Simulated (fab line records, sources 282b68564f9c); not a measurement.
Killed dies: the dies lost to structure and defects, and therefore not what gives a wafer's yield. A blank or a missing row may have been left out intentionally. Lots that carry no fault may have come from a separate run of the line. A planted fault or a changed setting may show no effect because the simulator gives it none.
fab line records / flow rit_cmos
record: lots: 6 wafers: 18 last_day: 7
route steps=202 shown NWELL@35 PWELL@39 WELLDRIVE@50 NRETRO@53 M1@202
lots that met no fault: from a run of the same line without faults
start_h: start of the lot's first displayed wafer, in hours after the record's first day / wait_h: hours from the lot's prior step to this one / " repeats the value in the row above / L1.1+2: a row that stands for several wafers / - either no value or no given start / * or withheld: withheld / < > ~ a bound
route shown NAME@n: names a module that has steps shown in the file, with the first one's number in the route / usual: mean/standard deviation taken from wafers without a fault / same: alike in all rows / chamber/n: place in a boat / sites: the reading at each site / _std_site: how widely they spread, as a standard deviation / _edge_site: mean of outer sites minus mean of inner sites / radius_mm: for every site, how far away it sits from the centre of the wafer / mask NAME#n: copy n / behind: the tool/chamber that last shaped the wafer / hold: what put the lot on hold/how long, in hours/how the hold closed / device: the transistor (n, p or np) that didn't switch / end of line: the same wafers' tests at the end of the route / step lacking rows: just its recipe / killed: count of dies lost to structure and defects at first sort (not the wafer's yield) / map: a wafer's dies, x killed, . not, _ none there
set.NAME: the setting that was run; set.NAME@STEP: the one run at that earlier step / model.NAME: the simulator's own value behind a step, which no gauge read
a table for each step, a row for each wafer; lots at some steps of the route
services: from which hour (start_h, from the record's first day; less than 0 if before it) a tool's chamber was out of use, for how many hours, and why
== steps ==
step: RIT_NWELL_HARDBAKE_07
recipe: resist: NOVOLAK temp_c: 140 time_s: 120
step: RIT_NWELL_IMPLANT_08
recipe: species: P energy_kev: 170 dose_cm2: 5e+13 tilt_deg: 6.754
step: RIT_NWELL_STRIP_09
recipe: chemistry: O2 time_s: 180 resist: NOVOLAK platen_temp_c: withheld power_w: 500 pressure_mtorr: 4000 o2_flow_sccm: 4000
usual: drypump_motor_current_A: 6.03/0.27
lot.wafer=L352.1 tool=plasma_asher-01 chamber=0 start_h=21.51 wait_h=0.1 drypump_motor_current_A=6.30 rf_hours_counter_h=38
lot.wafer=L352.5 tool=plasma_asher-01 chamber=1 start_h=21.51 wait_h=0.1 drypump_motor_current_A=5.76 rf_hours_counter_h=-
lot.wafer=L352.6 tool=plasma_asher-01 chamber=0 start_h=21.51 wait_h=0.1 drypump_motor_current_A=6.31 rf_hours_counter_h=-
lot.wafer=L360.2 tool=plasma_asher-04 chamber=0 start_h=62.02 wait_h=0.1 drypump_motor_current_A=6.38 rf_hours_counter_h=29
lot.wafer=L360.3 tool=plasma_asher-04 chamber=0 start_h=62.02 wait_h=0.1 drypump_motor_current_A=6.42 rf_hours_counter_h=-
lot.wafer=L360.4 tool=plasma_asher-04 chamber=1 start_h=62.02 wait_h=0.1 drypump_motor_current_A=5.87 rf_hours_counter_h=-
lot.wafer=L372.1 tool=plasma_asher-02 chamber=0 start_h=122.52 wait_h=0.1 drypump_motor_current_A=5.84 rf_hours_counter_h=48
lot.wafer=L372.2 tool=plasma_asher-02 chamber=1 start_h=122.52 wait_h=0.1 drypump_motor_current_A=5.84 rf_hours_counter_h=48
lot.wafer=L372.5 tool=plasma_asher-02 chamber=1 start_h=122.52 wait_h=0.1 drypump_motor_current_A=5.82 rf_hours_counter_h=-
lot.wafer=L373.1 tool=plasma_asher-04 chamber=0 start_h=126.31 wait_h=0.1 drypump_motor_current_A=6.38 rf_hours_counter_h=36
lot.wafer=L373.2 tool=plasma_asher-04 chamber=1 start_h=126.31 wait_h=0.1 drypump_motor_current_A=5.86 rf_hours_counter_h=36
lot.wafer=L373.4 tool=plasma_asher-04 chamber=0 start_h=126.31 wait_h=0.1 drypump_motor_current_A=6.41 rf_hours_counter_h=-
lot.wafer=L374.3 tool=plasma_asher-04 chamber=1 start_h=131.66 wait_h=0.1 drypump_motor_current_A=5.85 rf_hours_counter_h=-
lot.wafer=L374.4 tool=plasma_asher-04 chamber=0 start_h=131.66 wait_h=0.1 drypump_motor_current_A=6.39 rf_hours_counter_h=-
lot.wafer=L374.5 tool=plasma_asher-04 chamber=1 start_h=131.66 wait_h=0.1 drypump_motor_current_A=5.85 rf_hours_counter_h=-
lot.wafer=L375.2 tool=plasma_asher-04 chamber=1 start_h=138.69 wait_h=0.1 drypump_motor_current_A=5.87 rf_hours_counter_h=37
lot.wafer=L375.5 tool=plasma_asher-04 chamber=1 start_h=138.69 wait_h=0.1 drypump_motor_current_A=5.87 rf_hours_counter_h=-
lot.wafer=L375.6 tool=plasma_asher-04 chamber=0 start_h=138.69 wait_h=0.1 drypump_motor_current_A=6.40 rf_hours_counter_h=-
step: RIT_NWELL_TW_MEAS_10
usual: NWELL_TW: 2135/10
lot.wafer=L352.1 tool=film_metro-03 chamber=- start_h=21.68 wait_h=0.1 NWELL_TW=2113
lot.wafer=L352.5 tool=film_metro-03 chamber=- start_h=21.68 wait_h=0.1 NWELL_TW=2118
lot.wafer=L352.6 tool=film_metro-03 chamber=- start_h=21.68 wait_h=0.1 NWELL_TW=2118
lot.wafer=L360.2 tool=film_metro-04 chamber=- start_h=62.20 wait_h=0.1 NWELL_TW=2140
lot.wafer=L360.3 tool=film_metro-04 chamber=- start_h=62.20 wait_h=0.1 NWELL_TW=2149
lot.wafer=L360.4 tool=film_metro-04 chamber=- start_h=62.20 wait_h=0.1 NWELL_TW=2145
lot.wafer=L372.1 tool=film_metro-01 chamber=- start_h=122.70 wait_h=0.1 NWELL_TW=2143
lot.wafer=L372.2 tool=film_metro-01 chamber=- start_h=122.70 wait_h=0.1 NWELL_TW=2128
lot.wafer=L372.5 tool=film_metro-01 chamber=- start_h=122.70 wait_h=0.1 NWELL_TW=2135
lot.wafer=L373.1 tool=film_metro-04 chamber=- start_h=126.48 wait_h=0.1 NWELL_TW=2142
lot.wafer=L373.2 tool=film_metro-04 chamber=- start_h=126.48 wait_h=0.1 NWELL_TW=2138
lot.wafer=L373.4 tool=film_metro-04 chamber=- start_h=126.48 wait_h=0.1 NWELL_TW=2123
lot.wafer=L374.3 tool=film_metro-04 chamber=- start_h=131.80 wait_h=0.1 NWELL_TW=2146
lot.wafer=L374.4 tool=film_metro-04 chamber=- start_h=131.80 wait_h=0.1 NWELL_TW=2130
lot.wafer=L374.5 tool=film_metro-04 chamber=- start_h=131.80 wait_h=0.1 NWELL_TW=2134
lot.wafer=L375.2 tool=film_metro-03 chamber=- start_h=138.88 wait_h=0.1 NWELL_TW=2126
lot.wafer=L375.5 tool=film_metro-03 chamber=- start_h=138.88 wait_h=0.1 NWELL_TW=2128
lot.wafer=L375.6 tool=film_metro-03 chamber=- start_h=138.88 wait_h=0.1 NWELL_TW=2139
step: RIT_PWELL_HMDS_00
recipe: prime_time_s: 60 prime_temp_c: 140
step: RIT_PWELL_COAT_01
recipe: resist: NOVOLAK spin_rpm: 2000 resist_thk_nm: 1300
step: RIT_PWELL_SOFTBAKE_02
recipe: resist: NOVOLAK temp_c: 90 time_s: 60
step: RIT_PWELL_EXPOSE_03
recipe: mask_id: M3 na: 0.57 target_cd_nm: 43700 dose_mj: 250
step: RIT_PWELL_PEB_04
recipe: resist: NOVOLAK temp_c: withheld time_s: withheld
step: RIT_PWELL_DEVELOP_05
recipe: resist: NOVOLAK develop_time_s: 68 dev_temp_c: 23
step: RIT_PWELL_OVL_MEAS_06
usual: PWELL_OVL: 0.1/1.7
lot.wafer=L352.1 tool=overlay-01 chamber=- start_h=22.62 wait_h=- PWELL_OVL[nm]=2.6
lot.wafer=L352.5 tool=overlay-01 chamber=- start_h=22.62 wait_h=- PWELL_OVL[nm]=2.1
lot.wafer=L352.6 tool=overlay-01 chamber=- start_h=22.62 wait_h=- PWELL_OVL[nm]=1.9
lot.wafer=L360.2 tool=overlay-01 chamber=- start_h=63.14 wait_h=- PWELL_OVL[nm]=0.4
lot.wafer=L360.3 tool=overlay-01 chamber=- start_h=63.14 wait_h=- PWELL_OVL[nm]=-2.8
lot.wafer=L360.4 tool=overlay-01 chamber=- start_h=63.14 wait_h=- PWELL_OVL[nm]=-2.7
lot.wafer=L372.1 tool=overlay-02 chamber=- start_h=123.97 wait_h=- PWELL_OVL[nm]=1.9
lot.wafer=L372.2 tool=overlay-02 chamber=- start_h=123.97 wait_h=- PWELL_OVL[nm]=-0.1
lot.wafer=L372.5 tool=overlay-02 chamber=- start_h=123.97 wait_h=- PWELL_OVL[nm]=1.6
lot.wafer=L373.1 tool=overlay-02 chamber=- start_h=127.42 wait_h=- PWELL_OVL[nm]=-1.2
lot.wafer=L373.2 tool=overlay-02 chamber=- start_h=127.42 wait_h=- PWELL_OVL[nm]=0.9
lot.wafer=L373.4 tool=overlay-02 chamber=- start_h=127.42 wait_h=- PWELL_OVL[nm]=-1.9
lot.wafer=L374.3 tool=overlay-02 chamber=- start_h=132.73 wait_h=- PWELL_OVL[nm]=-2.5
lot.wafer=L374.4 tool=overlay-02 chamber=- start_h=132.73 wait_h=- PWELL_OVL[nm]=0.1
lot.wafer=L374.5 tool=overlay-02 chamber=- start_h=132.73 wait_h=- PWELL_OVL[nm]=-1.4
lot.wafer=L375.2 tool=overlay-01 chamber=- start_h=139.81 wait_h=- PWELL_OVL[nm]=-2.8
lot.wafer=L375.5 tool=overlay-01 chamber=- start_h=139.81 wait_h=- PWELL_OVL[nm]=-1.0
lot.wafer=L375.6 tool=overlay-01 chamber=- start_h=139.81 wait_h=- PWELL_OVL[nm]=-0.2
step: RIT_PWELL_HARDBAKE_07
recipe: resist: NOVOLAK temp_c: 140 time_s: 120
step: RIT_PWELL_IMPLANT_08
recipe: species: B energy_kev: 170 dose_cm2: 7e+13 tilt_deg: 7
usual: dose_ions_cm2: 6.999e+13/8.8e+10
lot.wafer=L352.1 tool=implanter-01 chamber=0 start_h=22.91 wait_h=0.2 dose_ions_cm2=7.011e+13
lot.wafer=L352.5 tool=implanter-01 chamber=0 start_h=22.91 wait_h=0.2 dose_ions_cm2=6.996e+13
lot.wafer=L352.6 tool=implanter-01 chamber=0 start_h=22.91 wait_h=0.2 dose_ions_cm2=7.005e+13
lot.wafer=L360.2 tool=implanter-01 chamber=0 start_h=63.44 wait_h=0.2 dose_ions_cm2=6.984e+13
lot.wafer=L360.3 tool=implanter-01 chamber=0 start_h=63.44 wait_h=0.2 dose_ions_cm2=6.99e+13
lot.wafer=L360.4 tool=implanter-01 chamber=0 start_h=63.44 wait_h=0.2 dose_ions_cm2=6.985e+13
lot.wafer=L372.1 tool=implanter-01 chamber=0 start_h=124.25 wait_h=0.2 dose_ions_cm2=7.103e+13
lot.wafer=L372.2 tool=implanter-01 chamber=0 start_h=124.25 wait_h=0.2 dose_ions_cm2=7.11e+13
lot.wafer=L372.5 tool=implanter-01 chamber=0 start_h=124.25 wait_h=0.2 dose_ions_cm2=7.105e+13
lot.wafer=L373.1 tool=implanter-01 chamber=0 start_h=127.71 wait_h=0.2 dose_ions_cm2=7.094e+13
lot.wafer=L373.2 tool=implanter-01 chamber=0 start_h=127.71 wait_h=0.2 dose_ions_cm2=7.093e+13
lot.wafer=L373.4 tool=implanter-01 chamber=0 start_h=127.71 wait_h=0.2 dose_ions_cm2=7.099e+13
lot.wafer=L374.3 tool=implanter-03 chamber=0 start_h=133.05 wait_h=0.2 dose_ions_cm2=6.988e+13
lot.wafer=L374.4 tool=implanter-03 chamber=0 start_h=133.05 wait_h=0.2 dose_ions_cm2=6.992e+13
lot.wafer=L374.5 tool=implanter-03 chamber=0 start_h=133.05 wait_h=0.2 dose_ions_cm2=6.988e+13
lot.wafer=L375.2 tool=implanter-03 chamber=0 start_h=140.12 wait_h=0.2 dose_ions_cm2=7.007e+13
lot.wafer=L375.5 tool=implanter-03 chamber=0 start_h=140.12 wait_h=0.2 dose_ions_cm2=6.997e+13
lot.wafer=L375.6 tool=implanter-03 chamber=0 start_h=140.12 wait_h=0.2 dose_ions_cm2=7.011e+13
step: RIT_PWELL_STRIP_09
recipe: chemistry: O2 time_s: 180 resist: NOVOLAK platen_temp_c: withheld power_w: 500 pressure_mtorr: 4000 o2_flow_sccm: 4000
usual: drypump_motor_current_A: 6.00/0.29
lot.wafer=L352.1 tool=plasma_asher-04 chamber=1 start_h=23.06 wait_h=0.1 drypump_motor_current_A=5.86 rf_hours_counter_h=24
lot.wafer=L352.5 tool=plasma_asher-04 chamber=0 start_h=23.06 wait_h=0.1 drypump_motor_current_A=6.34 rf_hours_counter_h=-
lot.wafer=L352.6 tool=plasma_asher-04 chamber=1 start_h=23.06 wait_h=0.1 drypump_motor_current_A=5.85 rf_hours_counter_h=-
lot.wafer=L360.2 tool=plasma_asher-03 chamber=0 start_h=63.57 wait_h=0.1 drypump_motor_current_A=5.57 rf_hours_counter_h=41
lot.wafer=L360.3 tool=plasma_asher-03 chamber=0 start_h=63.57 wait_h=0.1 drypump_motor_current_A=5.58 rf_hours_counter_h=-
lot.wafer=L360.4 tool=plasma_asher-03 chamber=1 start_h=63.57 wait_h=0.1 drypump_motor_current_A=6.03 rf_hours_counter_h=-
lot.wafer=L372.1 tool=plasma_asher-03 chamber=0 start_h=124.40 wait_h=0.1 drypump_motor_current_A=5.60 rf_hours_counter_h=47
lot.wafer=L372.2 tool=plasma_asher-03 chamber=1 start_h=124.40 wait_h=0.1 drypump_motor_current_A=6.04 rf_hours_counter_h=47
lot.wafer=L372.5 tool=plasma_asher-03 chamber=1 start_h=124.40 wait_h=0.1 drypump_motor_current_A=6.06 rf_hours_counter_h=-
lot.wafer=L373.1 tool=plasma_asher-04 chamber=0 start_h=127.86 wait_h=0.1 drypump_motor_current_A=6.38 rf_hours_counter_h=36
lot.wafer=L373.2 tool=plasma_asher-04 chamber=1 start_h=127.86 wait_h=0.1 drypump_motor_current_A=5.86 rf_hours_counter_h=36
lot.wafer=L373.4 tool=plasma_asher-04 chamber=0 start_h=127.86 wait_h=0.1 drypump_motor_current_A=6.38 rf_hours_counter_h=-
lot.wafer=L374.3 tool=plasma_asher-01 chamber=1 start_h=133.21 wait_h=0.1 drypump_motor_current_A=5.74 rf_hours_counter_h=-
lot.wafer=L374.4 tool=plasma_asher-01 chamber=0 start_h=133.21 wait_h=0.1 drypump_motor_current_A=6.30 rf_hours_counter_h=-
lot.wafer=L374.5 tool=plasma_asher-01 chamber=0 start_h=133.21 wait_h=0.1 drypump_motor_current_A=6.31 rf_hours_counter_h=-
lot.wafer=L375.2 tool=plasma_asher-04 chamber=1 start_h=140.24 wait_h=0.1 drypump_motor_current_A=5.86 rf_hours_counter_h=37
lot.wafer=L375.5 tool=plasma_asher-04 chamber=0 start_h=140.24 wait_h=0.1 drypump_motor_current_A=6.33 rf_hours_counter_h=-
lot.wafer=L375.6 tool=plasma_asher-04 chamber=1 start_h=140.24 wait_h=0.1 drypump_motor_current_A=5.87 rf_hours_counter_h=-
step: RIT_PWELL_TW_MEAS_10
usual: PWELL_TW: 947/5.5
lot.wafer=L352.1 tool=film_metro-03 chamber=- start_h=23.23 wait_h=0.1 PWELL_TW=939
lot.wafer=L352.5 tool=film_metro-03 chamber=- start_h=23.23 wait_h=0.1 PWELL_TW=938
lot.wafer=L352.6 tool=film_metro-03 chamber=- start_h=23.23 wait_h=0.1 PWELL_TW=937
lot.wafer=L360.2 tool=film_metro-04 chamber=- start_h=63.75 wait_h=0.1 PWELL_TW=949
lot.wafer=L360.3 tool=film_metro-04 chamber=- start_h=63.75 wait_h=0.1 PWELL_TW=947
lot.wafer=L360.4 tool=film_metro-04 chamber=- start_h=63.75 wait_h=0.1 PWELL_TW=948
lot.wafer=L372.1 tool=film_metro-04 chamber=- start_h=124.58 wait_h=0.1 PWELL_TW=948
lot.wafer=L372.2 tool=film_metro-04 chamber=- start_h=124.58 wait_h=0.1 PWELL_TW=951
lot.wafer=L372.5 tool=film_metro-04 chamber=- start_h=124.58 wait_h=0.1 PWELL_TW=953
lot.wafer=L373.1 tool=film_metro-03 chamber=- start_h=128.03 wait_h=0.1 PWELL_TW=943
lot.wafer=L373.2 tool=film_metro-03 chamber=- start_h=128.03 wait_h=0.1 PWELL_TW=946
lot.wafer=L373.4 tool=film_metro-03 chamber=- start_h=128.03 wait_h=0.1 PWELL_TW=946
lot.wafer=L374.3 tool=film_metro-03 chamber=- start_h=133.35 wait_h=0.1 PWELL_TW=947
lot.wafer=L374.4 tool=film_metro-03 chamber=- start_h=133.35 wait_h=0.1 PWELL_TW=945
lot.wafer=L374.5 tool=film_metro-03 chamber=- start_h=133.35 wait_h=0.1 PWELL_TW=945
lot.wafer=L375.2 tool=film_metro-04 chamber=- start_h=140.43 wait_h=0.1 PWELL_TW=949
lot.wafer=L375.5 tool=film_metro-04 chamber=- start_h=140.43 wait_h=0.1 PWELL_TW=948
lot.wafer=L375.6 tool=film_metro-04 chamber=- start_h=140.43 wait_h=0.1 PWELL_TW=950
step: RIT_WELLDRIVE_ANNEAL_00
recipe: temp_c: 1100 time_s: 14700 ambient: N2
step: RIT_WELLDRIVE_RS_MEAS_01
recipe: thk_meas_gauge: four-point-probe
usual: NWELL_RS: 275.3/0.81
lot.wafer=L352.1 tool=film_metro-04 chamber=- start_h=28.38 wait_h=0.0 NWELL_RS[ohm/sq]=275.3
lot.wafer=L352.5 tool=film_metro-04 chamber=- start_h=28.38 wait_h=0.0 NWELL_RS[ohm/sq]=275.3
lot.wafer=L352.6 tool=film_metro-04 chamber=- start_h=28.38 wait_h=0.0 NWELL_RS[ohm/sq]=276.1
lot.wafer=L360.2 tool=film_metro-04 chamber=- start_h=68.91 wait_h=0.0 NWELL_RS[ohm/sq]=275.5
lot.wafer=L360.3 tool=film_metro-04 chamber=- start_h=68.91 wait_h=0.0 NWELL_RS[ohm/sq]=274.8
lot.wafer=L360.4 tool=film_metro-04 chamber=- start_h=68.91 wait_h=0.0 NWELL_RS[ohm/sq]=275.0
lot.wafer=L372.1 tool=film_metro-01 chamber=- start_h=129.72 wait_h=0.0 NWELL_RS[ohm/sq]=275.4
lot.wafer=L372.2 tool=film_metro-01 chamber=- start_h=129.72 wait_h=0.0 NWELL_RS[ohm/sq]=276.2
lot.wafer=L372.5 tool=film_metro-01 chamber=- start_h=129.72 wait_h=0.0 NWELL_RS[ohm/sq]=275.4
lot.wafer=L373.1 tool=film_metro-04 chamber=- start_h=133.94 wait_h=0.0 NWELL_RS[ohm/sq]=276.0
lot.wafer=L373.2 tool=film_metro-04 chamber=- start_h=133.94 wait_h=0.0 NWELL_RS[ohm/sq]=275.6
lot.wafer=L373.4 tool=film_metro-04 chamber=- start_h=133.94 wait_h=0.0 NWELL_RS[ohm/sq]=276.9
lot.wafer=L374.3 tool=film_metro-04 chamber=- start_h=139.07 wait_h=0.0 NWELL_RS[ohm/sq]=274.6
lot.wafer=L374.4 tool=film_metro-04 chamber=- start_h=139.07 wait_h=0.0 NWELL_RS[ohm/sq]=275.6
lot.wafer=L374.5 tool=film_metro-04 chamber=- start_h=139.07 wait_h=0.0 NWELL_RS[ohm/sq]=275.5
lot.wafer=L375.2 tool=film_metro-01 chamber=- start_h=145.58 wait_h=0.0 NWELL_RS[ohm/sq]=275.9
lot.wafer=L375.5 tool=film_metro-01 chamber=- start_h=145.58 wait_h=0.0 NWELL_RS[ohm/sq]=276.0
lot.wafer=L375.6 tool=film_metro-01 chamber=- start_h=145.58 wait_h=0.0 NWELL_RS[ohm/sq]=275.5
step: RIT_WELLDRIVE_RS_MEAS_02
recipe: thk_meas_gauge: four-point-probe
usual: PWELL_RS: 429.5/1.2
lot.wafer=L352.1 tool=film_metro-04 chamber=- start_h=28.50 wait_h=0.1 PWELL_RS[ohm/sq]=429.5
lot.wafer=L352.5 tool=film_metro-04 chamber=- start_h=28.50 wait_h=0.1 PWELL_RS[ohm/sq]=430.2
lot.wafer=L352.6 tool=film_metro-04 chamber=- start_h=28.50 wait_h=0.1 PWELL_RS[ohm/sq]=429.9
lot.wafer=L360.2 tool=film_metro-04 chamber=- start_h=69.03 wait_h=0.1 PWELL_RS[ohm/sq]=429.5
lot.wafer=L360.3 tool=film_metro-04 chamber=- start_h=69.03 wait_h=0.1 PWELL_RS[ohm/sq]=430.0
lot.wafer=L360.4 tool=film_metro-04 chamber=- start_h=69.03 wait_h=0.1 PWELL_RS[ohm/sq]=429.0
lot.wafer=L372.1 tool=film_metro-01 chamber=- start_h=129.84 wait_h=0.1 PWELL_RS[ohm/sq]=424.2
lot.wafer=L372.2 tool=film_metro-01 chamber=- start_h=129.84 wait_h=0.1 PWELL_RS[ohm/sq]=425.1
lot.wafer=L372.5 tool=film_metro-01 chamber=- start_h=129.84 wait_h=0.1 PWELL_RS[ohm/sq]=424.0
lot.wafer=L373.1 tool=film_metro-04 chamber=- start_h=134.06 wait_h=0.1 PWELL_RS[ohm/sq]=426.5
lot.wafer=L373.2 tool=film_metro-04 chamber=- start_h=134.06 wait_h=0.1 PWELL_RS[ohm/sq]=426.9
lot.wafer=L373.4 tool=film_metro-04 chamber=- start_h=134.06 wait_h=0.1 PWELL_RS[ohm/sq]=427.4
lot.wafer=L374.3 tool=film_metro-04 chamber=- start_h=139.19 wait_h=0.1 PWELL_RS[ohm/sq]=428.7
lot.wafer=L374.4 tool=film_metro-04 chamber=- start_h=139.19 wait_h=0.1 PWELL_RS[ohm/sq]=429.3
lot.wafer=L374.5 tool=film_metro-04 chamber=- start_h=139.19 wait_h=0.1 PWELL_RS[ohm/sq]=429.5
lot.wafer=L375.2 tool=film_metro-01 chamber=- start_h=145.70 wait_h=0.1 PWELL_RS[ohm/sq]=428.3
lot.wafer=L375.5 tool=film_metro-01 chamber=- start_h=145.70 wait_h=0.1 PWELL_RS[ohm/sq]=428.5
lot.wafer=L375.6 tool=film_metro-01 chamber=- start_h=145.70 wait_h=0.1 PWELL_RS[ohm/sq]=427.9
step: RIT_NRETRO_HMDS_00
recipe: prime_time_s: 60 prime_temp_c: 140
step: RIT_M1_PROBE_99
usual: killed_at_contacts: 0.1/0.31 killed_at_front_end: 7/3.3 killed_dies: 7/3.3 killed_on_rim: 1.9/1.5 killed_open: 3.4/2.2 killed_short: 3.5/2
same: gross_dies: 264 killed_at_M0_to_M3: 0 killed_at_M4_up: 0 killed_at_back_side: 0 killed_at_other: 0
lot.wafer=L360.2 tool=prober-01 chamber=- start_h=100.42 wait_h=0.1 killed_at_contacts=0 killed_at_front_end=10 killed_dies=10 killed_on_rim=5 killed_open=4 killed_short=6
lot.wafer=L360.3 tool=prober-01 chamber=- start_h=100.47 wait_h=0.2 killed_at_contacts=0 killed_at_front_end=6 killed_dies=6 killed_on_rim=3 killed_open=3 killed_short=3
lot.wafer=L360.4 tool=prober-01 chamber=- start_h=100.52 wait_h=0.2 killed_at_contacts=0 killed_at_front_end=12 killed_dies=12 killed_on_rim=3 killed_open=6 killed_short=6
lot.wafer=L372.1 tool=prober-01 chamber=- start_h=160.69 wait_h=0.1 killed_at_contacts=1 killed_at_front_end=8 killed_dies=9 killed_on_rim=3 killed_open=4 killed_short=5
lot.wafer=L372.2 tool=prober-01 chamber=- start_h=160.74 wait_h=0.1 killed_at_contacts=0 killed_at_front_end=5 killed_dies=5 killed_on_rim=0 killed_open=3 killed_short=2
lot.wafer=L372.5 tool=prober-01 chamber=- start_h=160.89 wait_h=0.2 killed_at_contacts=0 killed_at_front_end=5 killed_dies=5 killed_on_rim=0 killed_open=3 killed_short=2
lot.wafer=L373.1 tool=prober-02 chamber=- start_h=164.23 wait_h=0.1 killed_at_contacts=0 killed_at_front_end=6 killed_dies=6 killed_on_rim=2 killed_open=1 killed_short=5
lot.wafer=L373.2 tool=prober-02 chamber=- start_h=164.28 wait_h=0.1 killed_at_contacts=0 killed_at_front_end=4 killed_dies=4 killed_on_rim=1 killed_open=2 killed_short=2
lot.wafer=L373.4 tool=prober-02 chamber=- start_h=164.38 wait_h=0.2 killed_at_contacts=0 killed_at_front_end=5 killed_dies=5 killed_on_rim=3 killed_open=3 killed_short=2
lot.wafer=L374.3 tool=prober-01 chamber=- start_h=167.27 wait_h=0.2 killed_at_contacts=0 killed_at_front_end=6 killed_dies=6 killed_on_rim=2 killed_open=2 killed_short=4
lot.wafer=L374.4 tool=prober-01 chamber=- start_h=167.32 wait_h=0.2 killed_at_contacts=2 killed_at_front_end=6 killed_dies=8 killed_on_rim=3 killed_open=4 killed_short=4
lot.wafer=L374.5 tool=prober-01 chamber=- start_h=167.37 wait_h=0.2 killed_at_contacts=0 killed_at_front_end=4 killed_dies=4 killed_on_rim=2 killed_open=2 killed_short=2
killed by level:class
L360.2 FOX2:geometric_particle:short=3 FOX2:geometric_particle:open=2 SILICIDE:geometric_particle:open=2 GATE:geometric_particle:short=1 REOX:geometric_particle:short=1 SILICIDE:geometric_particle:short=1
L360.3 SPACER:geometric_particle:open=2 SILICIDE:geometric_particle:short=2 FOX1:geometric_particle:open=1 REOX:geometric_particle:short=1
L360.4 FOX2:geometric_particle:short=3 FOX2:geometric_particle:open=3 GATE:geometric_particle:short=3 SPACER:geometric_particle:open=2 SILICIDE:geometric_particle:open=1
L372.1 FOX2:geometric_particle:open=2 FOX1:geometric_particle:short=1 GATE:geometric_particle:open=1 REOX:geometric_particle:short=1 REOX:geometric_particle:open=1 SPACER:geometric_particle:short=1 SILICIDE:geometric_particle:short=1 CONTACT:geometric_particle:short=1
L372.2 FOX1:geometric_particle:open=1 GATE:geometric_particle:open=1 GATE:geometric_particle:short=1 REOX:geometric_particle:open=1 SILICIDE:geometric_particle:short=1
L372.5 FOX1:geometric_particle:open=1 FOX1:geometric_particle:short=1 GATE:geometric_particle:open=1 SPACER:geometric_particle:open=1 SILICIDE:geometric_particle:short=1
L373.1 GATE:geometric_particle:short=3 FOX1:geometric_particle:short=1 REOX:geometric_particle:short=1 SILICIDE:geometric_particle:open=1
L373.2 FOX1:geometric_particle:open=1 GATE:geometric_particle:short=1 REOX:geometric_particle:open=1 SILICIDE:geometric_particle:short=1
L373.4 GATE:geometric_particle:open=2 FOX1:geometric_particle:short=1 FOX2:geometric_particle:open=1 SPACER:geometric_particle:short=1
L374.3 GATE:geometric_particle:short=2 GATE:geometric_particle:open=2 FOX1:geometric_particle:short=1 SILICIDE:geometric_particle:short=1
L374.4 GATE:geometric_particle:short=3 REOX:geometric_particle:open=2 CONTACT:geometric_particle:open=2 ACTIVE:geometric_particle:short=1
L374.5 GATE:geometric_particle:open=1 GATE:geometric_particle:short=1 SILICIDE:geometric_particle:short=1 SILICIDE:geometric_particle:open=1
== services ==
tool=plasma_asher-02 chamber=- start_h=14.94 hours=0.9 kind=repair
tool=plasma_asher-03 chamber=- start_h=37.01 hours=14.6 kind=pm
tool=implanter-01 chamber=- start_h=38.72 hours=2.7 kind=pm
tool=plasma_asher-01 chamber=- start_h=46.03 hours=5.1 kind=repair
tool=plasma_asher-02 chamber=- start_h=51.44 hours=2.8 kind=pm
tool=plasma_asher-01 chamber=- start_h=105.73 hours=12.0 kind=repair
tool=plasma_asher-01 chamber=- start_h=117.71 hours=9.0 kind=pm
tool=plasma_asher-01 chamber=0 start_h=117.71 hours=9.0 kind=vent_cycle
tool=plasma_asher-01 chamber=1 start_h=117.71 hours=9.0 kind=vent_cycle
tool=plasma_asher-01 chamber=0 start_h=126.71 hours=- kind=clean
tool=plasma_asher-01 chamber=1 start_h=126.71 hours=- kind=clean
== key ==
first_sign: step: RIT_PWELL_IMPLANT_08 reading: dose_ions_cm2 direction: up sigmas: 12 usual: 6.999e+13 struck: 7.101e+13
effect: step: RIT_WELLDRIVE_RS_MEAS_02 reading: PWELL_RS direction: down sigmas: 3.3 usual: 429.5 struck: 425.7
met_at RIT_PWELL_IMPLANT_08
struck_wafers L372.1,L372.2,L372.5,L373.1,L373.2,L373.4
tester_left_out L372,L373
onset_between 63.44 124.25
fault: kind: process_parameter_drift tool: implanter-01 chamber: - onset_h: 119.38 steps: RIT_PWELL_IMPLANT_08 channel: dose_cm2 offset: 9.9518e+11 shape: step end_h: 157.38 acts_in: these_recipes_only stated: 7e+13
tester_left_out: of these lots the tester's yield and bins aren't shown, on N5 and GAA mostly nor the transistor test; their killed dies are dies lost to structure and defects alone, not to doping, threshold or leakage, so they don't give the yield
